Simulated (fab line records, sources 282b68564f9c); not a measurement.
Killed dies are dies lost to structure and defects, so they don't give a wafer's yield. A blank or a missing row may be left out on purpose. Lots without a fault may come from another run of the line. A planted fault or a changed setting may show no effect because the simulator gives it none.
Which tool did it? | flow rit_cmos | 14 lots, 42 wafers sampled, at 5 steps of a route of 202

WHAT THE GAUGES READ, wafer by wafer
RIT_ACTIVE_THK_MEAS_02. Usual: ACTIVE_OXIDE_THK 46.8 nm, standard deviation 0.97.
lot  | measured    | on            | ACTIVE_OXIDE_THK (nm)         | flag
L135 | day 1 18:09 | film_metro-03 | 47.4 48.0 47.4                |
L136 | day 1 22:50 | film_metro-01 | 48.4 48.7 48.4                |
L137 | day 2 03:19 | film_metro-02 | 46.7 46.3 46.8                |
L138 | day 2 08:50 | film_metro-01 | 46.4 46.0 47.2                |
L139 | day 2 13:04 | film_metro-02 | 47.2 47.9 46.2                |
L140 | day 2 19:50 | film_metro-02 | 45.2 44.7 45.4                |
L141 | day 2 23:03 | film_metro-02 | 46.2 46.0 46.0                |
L142 | day 3 04:57 | film_metro-02 | 48.2 47.9 48.4                |
L143 | day 3 12:01 | film_metro-01 | 45.8 46.2 45.7                |
L144 | day 3 15:02 | film_metro-01 | 46.1 46.6 46.2                |
L147 | day 4 05:03 | film_metro-03 | 72.0 71.6 72.3 71.9 71.7 72.3 | OFF
L150 | day 4 21:00 | film_metro-03 | 69.6 70.4 69.8 69.5 70.4 69.8 | OFF
L155 | day 5 23:11 | film_metro-02 | 45.3 45.8 45.1                |
L156 | day 6 02:24 | film_metro-03 | 45.1 44.7 45.9                |

RIT_FOX1_THK_MEAS_01. Usual: FOX1_OXIDE_THK 349 nm, standard deviation 6.4.
lot  | measured    | on            | FOX1_OXIDE_THK (nm) | flag
L135 | day 1 22:55 | film_metro-01 | 355 352 352         |
L136 | day 2 05:32 | film_metro-01 | 352 355 357         |
L137 | day 2 08:21 | film_metro-01 | 339 341 345         |
L138 | day 2 14:50 | film_metro-03 | 357 354 360         |
L139 | day 2 19:47 | film_metro-01 | 352 355 354         |
L140 | day 3 00:55 | film_metro-04 | 342 346 342         |
L141 | day 3 05:15 | film_metro-03 | 346 347 355         |
L142 | day 3 13:07 | film_metro-04 | 341 347 343         |
L143 | day 3 16:54 | film_metro-04 | 355 358 355         |
L144 | day 3 20:45 | film_metro-04 | 346 350 350         |
L147 | day 4 11:41 | film_metro-04 | 344 343 346         |
L150 | day 5 08:05 | film_metro-04 | 354 355 355         |
L155 | day 6 03:57 | film_metro-01 | 356 352 354         |
L156 | day 6 11:11 | film_metro-04 | 356 353 350         |

RIT_NRETRO_TW_MEAS_10. Usual: NRETRO_TW 1049, standard deviation 11.
lot  | measured    | on            | NRETRO_TW      | flag
L135 | day 2 11:46 | film_metro-02 | 1034 1038 1037 |
L136 | day 2 18:04 | film_metro-01 | 1053 1044 1054 |
L137 | day 2 21:52 | film_metro-02 | 1040 1039 1042 |
L138 | day 3 04:52 | film_metro-01 | 1051 1051 1047 |
L139 | day 3 09:29 | film_metro-01 | 1051 1047 1049 |
L140 | day 3 13:41 | film_metro-01 | 1053 1054 1050 |
L141 | day 3 18:49 | film_metro-03 | 1062 1067 1068 |
L142 | day 4 01:55 | film_metro-03 | 1056 1053 1054 |
L143 | day 4 06:22 | film_metro-02 | 1036 1042 1035 |
L144 | day 4 11:26 | film_metro-02 | 1038 1035 1042 |
L147 | day 5 01:44 | film_metro-03 | 1062 1067 1067 |
L150 | day 5 21:38 | film_metro-03 | 1069 1066 1069 |
L155 | day 6 20:05 | film_metro-03 | 1054 1053 1058 |
L156 | day 7 01:59 | film_metro-02 | 1032 1026 1032 |

WHICH TOOL RAN EACH LOT (tool, then ch and the chambers of the sampled wafers, then the start)
lot  | RIT_ACTIVE_OXIDATION_01      | RIT_ACTIVE_STRIP_14
L135 | furnace-03 ch 0, day 1 16:13 | plasma_asher-01 ch 0,1, day 1 20:56
L136 | furnace-03 ch 0, day 1 20:53 | plasma_asher-03 ch 0,1, day 2 01:45
L137 | furnace-03 ch 0, day 2 01:23 | plasma_asher-03 ch 0,1, day 2 06:06
L138 | furnace-01 ch 0, day 2 06:54 | plasma_asher-04 ch 0,1, day 2 12:49
L139 | furnace-03 ch 0, day 2 11:07 | plasma_asher-03 ch 0,1, day 2 15:50
L140 | furnace-04 ch 0, day 2 17:54 | plasma_asher-01 ch 0,1, day 2 22:55
L141 | furnace-01 ch 0, day 2 21:07 | plasma_asher-04 ch 0,1, day 3 02:12
L142 | furnace-03 ch 0, day 3 03:00 | plasma_asher-01 ch 0,1, day 3 07:47
L143 | furnace-04 ch 0, day 3 10:04 | plasma_asher-01 ch 0,1, day 3 14:55
L144 | furnace-01 ch 0, day 3 13:06 | plasma_asher-04 ch 0,1, day 3 18:24
L147 | furnace-03 ch 0, day 4 03:07 | plasma_asher-04 ch 0,1, day 4 09:40
L150 | furnace-03 ch 0, day 4 19:04 | plasma_asher-04 ch 0,1, day 5 01:53
L155 | furnace-04 ch 0, day 5 21:13 | plasma_asher-04 ch 0,1, day 6 02:00
L156 | furnace-04 ch 0, day 6 00:28 | plasma_asher-03 ch 0,1, day 6 06:13
- RIT_ACTIVE_OXIDATION_01: target thk 46.8 nm, ox time 3360 s.
- RIT_ACTIVE_STRIP_14: strips in O2, time 180 s.

WHAT THE TOOLS THEMSELVES READ (means of the sampled wafers that have a number; where no wafer has one, the mark that the record gives instead)
RIT_ACTIVE_STRIP_14. Usual: drypump_motor_current_A 6.0 A, standard deviation 0.38.
lot  | tool            | drypump_motor_current_A (A) | flag
L135 | plasma_asher-01 | 5.6                         |
L136 | plasma_asher-03 | 5.9                         |
L137 | plasma_asher-03 | 5.9                         |
L138 | plasma_asher-04 | 6.5                         |
L139 | plasma_asher-03 | 5.9                         |
L140 | plasma_asher-01 | 5.7                         |
L141 | plasma_asher-04 | 6.4                         |
L142 | plasma_asher-01 | 5.6                         |
L143 | plasma_asher-01 | 5.7                         |
L144 | plasma_asher-04 | 6.4                         |
L147 | plasma_asher-04 | 6.6                         |
L150 | plasma_asher-04 | 6.4                         |
L155 | plasma_asher-04 | 6.4                         |
L156 | plasma_asher-03 | 5.9                         |

THE ANSWER, worked out from the rows above alone
Rule: a lot is off if the mean of its wafers that have a number lies more than 3 standard deviations from the usual mean. A lot without any number at a reading at which 4 lots or more have one is off too. The other lots that the step has rows for count as sound. The gauges are gone through in route order, then the tools' own readings, and for those a lot's mean is taken as printed above. The first step at which some lot is off is used, and at that step the reading that is off furthest; a lot without a number counts as furthest.
Off: L147, L150, at RIT_ACTIVE_THK_MEAS_02 (ACTIVE_OXIDE_THK).
A tool fits if, at a process step before that reading, it ran every lot that is off, and no sound lot after the first of them. The gauges at RIT_ACTIVE_THK_MEAS_02 are tried like those tools. One fits: furnace-03 at RIT_ACTIVE_OXIDATION_01. Its last sound lot is L142 (day 3 03:00), its first lot that is off L147 (day 4 03:07): a fault that began between those two fits.

WHAT THE SIMULATOR HAD PUT IN
Process parameter drift: furnace-03, from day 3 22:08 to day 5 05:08, at RIT_ACTIVE_OXIDATION_01. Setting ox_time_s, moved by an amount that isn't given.
Lots struck among those shown: L147, L150. The rule above found the same.
